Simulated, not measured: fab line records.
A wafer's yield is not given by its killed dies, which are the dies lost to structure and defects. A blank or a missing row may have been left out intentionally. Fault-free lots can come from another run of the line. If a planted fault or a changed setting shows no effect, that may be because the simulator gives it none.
Problem report, 8D (eight disciplines) form, completed by code | flow berkeley cmos170 | the parts of the form that need people (team, actions taken, sign-off) are left out

1. WHAT WENT WRONG
Wafers without a fault read 1499.7 rpm, standard deviation 0.82; spin speed rpm at UCB170_M2_COAT_10 reads a mean of 1715.9 rpm on 6 wafers belonging to 2 lots. That is +99 or more standard deviations from the usual mean.
The step: resist thk 900 nm.
Earliest sighting: wafer L790.3 on litho track-04 at day 10 13:00. The record holds 42 wafers of 14 lots with a number at this step. Rule for "out" (also "out of limits"): further than 4 standard deviations from the usual mean. All remaining wafers that have a number are taken as sound.

2. WHAT IT IS, WHAT IT ISN'T
question                    | is                     | is not
which readings at this step | spin speed rpm         | -
which lots                  | L790, L793             | L776, L777, L778, L779, L780, L781, L782, L783, L784, L785, L794, L798
which wafers of those lots  | all that have a number | -
read on which tools         | litho track-04         | litho track-01, litho track-03
when                        | from day 10 13:00      | up to then (30 sound wafers); but 6 sound wafers of L794, L798 came after

3. THE SUSPECTS, EACH WITH WHAT RULES IT OUT
Counting: a tool at any process step up to the reading remains a suspect when it ran all the lots that are out and ran no sound lot after the first of those.
- rie diel-04 at UCB170_M1_ETCH_11 (etches BARC in N2/H2): ruled out as a lasting fault. After its first lot that is out, L790 (day 10 04:13), sound lots L794 ran on it.
- litho track-04 at UCB170_M2_COAT_10 (resist thk 900 nm): kept. All lots that are out passed through it, beginning with L790 at day 10 13:00, and no sound lot followed; its final sound lot before that point was L782 at day 8 14:00. Its own spin speed rpm readings are out on those wafers.
Left after counting: litho track-04 at UCB170_M2_COAT_10.

4. THE CAUSE (what the simulator had put in)
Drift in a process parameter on litho track-04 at UCB170_M2_COAT_10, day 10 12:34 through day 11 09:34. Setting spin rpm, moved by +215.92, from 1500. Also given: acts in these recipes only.
The count eliminated every tool but this one.

5. SEQUENCE OF EFFECTS, ordered by route
One row per reading whose mean, taken over the struck wafers that have a number, lies over 3 standard deviations from the usual. Scope: only readings with a usual standard deviation given in the record; hours: median across lots of the time from each lot's start at the first step in this table that gives one to its start at this step; sigmas: change in usual standard deviations.
hours | step               | reading        | usual      | on struck wafers | change | sigmas
0     | UCB170_M2_COAT_10  | spin speed rpm | 1499.7 rpm | 1715.9           | +216.2 | +99 or more
2     | UCB170_M2_STRIP_19 | oes product au | 0.538 a.u. | 0.483            | -0.055 | -4.2
The process steps in it:
- UCB170_M2_COAT_10: resist thk 900 nm.
- UCB170_M2_STRIP_19: strips in O2.
Later steps that measure or inspect, where all struck wafers having a row at the step show a number for every such reading and not one has moved that far: UCB170_M2_CD_MEAS_15, UCB170_V2_BOW_MEAS_03, UCB170_V2_CD_MEAS_12.

6. WHAT WOULD HAVE CAUGHT IT SOONER
In this record no reading fell out of limits until day 10 13:00, 0 hours after the fault had begun at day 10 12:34.
